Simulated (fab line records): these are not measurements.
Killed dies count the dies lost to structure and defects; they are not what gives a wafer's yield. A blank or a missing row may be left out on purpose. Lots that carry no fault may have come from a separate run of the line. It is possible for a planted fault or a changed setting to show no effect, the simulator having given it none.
Code-filled problem report in 8D (eight disciplines) form ; flow berkeley cmos170 ; the parts of the form that need people (team, actions taken, sign-off) are left out

## 1. PROBLEM STATEMENT
Mean of oes product au at UCB170_GATE_ETCH_14: 1.204 a.u. across 6 wafers in 2 lots; on wafers with no fault it is 0.985 a.u. (standard deviation 0.021). That puts it +10 standard deviations away from the usual mean.
The step: etches BARC in N2/H2.
Earliest sighting: wafer L482.2 on rie diel-04 at day 9 20:17. The record has a number at this step for 42 wafers belonging to 14 lots. By rule, "out" or "out of limits" means more than 4 standard deviations away from the usual mean. The other wafers with a number count as sound.

## 2. WHAT THIS IS AND IS NOT
question;is;is not
which readings at this step;oes product au;drypump motor current A, h2 flow sccm, throttle valve pct
which lots;L482, L486;L469, L470, L473, L474, L475, L477, L478, L479, L481, L488, L491, L492
which wafers of those lots;all that have a number;-
read on which tools;rie diel-04;rie diel-01, rie diel-02
when;from day 9 20:17;"up to then (27 sound wafers); but 9 sound wafers of L488, L491, L492 came after"

## 3. WHAT RULES OUT EACH SUSPECT
Counting: a tool stays on the suspect list if, at a process step up to the reading, it processed all lots that are out and no sound lot following the first of them.
- plasma asher-02 at UCB170_PFIELD_STRIP_08 (strips in O2): ruled out as a lasting fault. After its first lot that is out, L482 (day 7 15:10), sound lots L491 ran on it.
- rie diel-04 at UCB170_GATE_ETCH_14 (etches BARC in N2/H2): kept. Every lot that is out went through it, starting with L482 (day 9 20:17), and after that it ran no sound lot; the last sound lot it ran before then is L481 (day 9 04:22). Its own oes product au readings are out on those wafers.
After counting, what remains is rie diel-04 at UCB170_GATE_ETCH_14.

## 4. THE CAUSE (what the simulator had put in)
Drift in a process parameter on rie diel-04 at UCB170_GATE_ETCH_14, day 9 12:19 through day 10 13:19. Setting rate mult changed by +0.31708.
The count eliminated every tool but this one.

## 5. THE CHAIN OF EFFECTS, in route order
One row per reading whose mean, taken over the struck wafers that have a number, lies over 3 standard deviations from the usual. Readings are gone through only where the record gives a usual standard deviation; hours: the median, over the lots, of the time from a lot's start at the first step in this table giving one to that lot's start at this step; sigmas: the change measured in usual standard deviations.
hours;step;reading;usual;on struck wafers;change;sigmas
0;UCB170_GATE_ETCH_14;oes product au;0.985 a.u.;1.204;+0.219;+10
The process steps in it:
- UCB170_GATE_ETCH_14: etches BARC in N2/H2.

## 6. WHAT WOULD HAVE CAUGHT IT SOONER
8 hours passed between the start of the fault at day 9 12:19 and the first reading out of limits in this record, taken at day 9 20:17.
